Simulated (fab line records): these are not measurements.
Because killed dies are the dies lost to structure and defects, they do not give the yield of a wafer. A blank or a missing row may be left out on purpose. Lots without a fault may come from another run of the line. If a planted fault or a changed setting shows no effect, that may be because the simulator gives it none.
A struck lot beside a sound one ; flow berkeley-cmos170 ; 15 steps out of a route of 331
Sound: these wafers, L445.2, L445.4, L445.5. The struck wafers were L437.1, L437.3, L437.4. The cause is given at the end.
At each step with rows: each side's tool, then ch and its chambers, then its first start. Under that, the readings that differ: sound wafers ; struck wafers ; difference of the means ; sigmas: that difference in standard deviations of wafers without a fault.
alike: readings whose means differ by less than 2 such deviations, and words and numbers that are the same on both sides. not compared: withheld readings, readings that some wafer has no value for, bounds like >300 that may hide the same value, and numbers for which the record gives no deviation and whose values overlap.
A row with sigmas, a row that says differs or no value, or rows on one side alone: a step with any of these is where the two part. When numbers do not overlap yet have no deviation, they are printed without sigmas and do not part them. Lack of a reading on every wafer of one side parts them only where that side has two or more wafers.

first, 4 steps without rows for these wafers: UCB170_NSD_CLEAN_11 (cleans in SPM, time 600 s); UCB170_BACKSIDE_HMDS_00 (prime time 60 s); UCB170_BACKSIDE_COAT_01 (resist thk 900 nm); UCB170_BACKSIDE_SOFTBAKE_02 (time 60 s).
UCB170_BACKSIDE_STRIP_03: strips in O2.
  sound on plasma-asher-02 ch 0,1, day 11 12:59; struck on plasma-asher-03 ch 0,1, day 9 17:35
  alike: drypump-motor-current-A, oes-product-au, strip-time-to-endpoint-s
  not compared: rf-hours-counter-h
then, 1 step without rows for these wafers: UCB170_BACKSIDE_CLEAN_04 (cleans in SPM, time 600 s).
UCB170_SDANNEAL_RTA_00: time 10 s.
  sound on rtp-anneal-01 ch 0, day 11 13:17; struck on rtp-anneal-01 ch 0, day 9 17:58
  alike: lamp-power-pct, wafer_temp_C_max
UCB170_SDANNEAL_RTA_01: time 5 s.
  sound on rtp-anneal-01 ch 0, day 11 13:22; struck on rtp-anneal-01 ch 0, day 9 18:02
  alike: lamp-power-pct, wafer_temp_C_max
UCB170_SDANNEAL_RS_MEAS_02: a four-point-probe measurement.
  sound: film-metro-03 at day 11 13:26; struck: film-metro-03 at day 9 18:06
  alike: PSD_RS
UCB170_SDANNEAL_RS_MEAS_03: a four-point-probe measurement.
  sound: film-metro-03 at day 11 13:33; struck: film-metro-03 at day 9 18:13
  alike: NSD_RS
UCB170_SDANNEAL_RS_MEAS_04: a four-point-probe measurement.
  sound: film-metro-03 at day 11 13:40; struck: film-metro-03 at day 9 18:20
  alike: PLDD_RS
UCB170_SDANNEAL_RS_MEAS_05: a four-point-probe measurement.
  sound: film-metro-03 at day 11 13:47; struck: film-metro-03 at day 9 18:28
  alike: NLDD_RS
UCB170_SILICIDE_PRE_CLEAN_00: preclean etch time 60 s.
  sound: pvd-sputter-01 at day 11 13:53; struck: pvd-sputter-02 at day 9 18:35
reading;sound;struck;difference;sigmas
preclean-etch-time-s (s);60 60 60;- - -;no value on the struck wafers;
UCB170_SILICIDE_SPUTTER_01: material Ti, target thk 30 nm, time 25 s.
  sound: pvd-sputter-01 at day 11 13:57; struck: pvd-sputter-02 at day 9 18:39
  alike: throttle-valve-pct
UCB170_M3_PROBE_99:
  rows exist in the record for the sound wafers here (prober-02, day 12 18:10), none for the struck ones

== WHERE THEY PART ==
First at UCB170_SILICIDE_PRE_CLEAN_00; last, within this record, at UCB170_M3_PROBE_99.

WHY: the cause the simulator had injected
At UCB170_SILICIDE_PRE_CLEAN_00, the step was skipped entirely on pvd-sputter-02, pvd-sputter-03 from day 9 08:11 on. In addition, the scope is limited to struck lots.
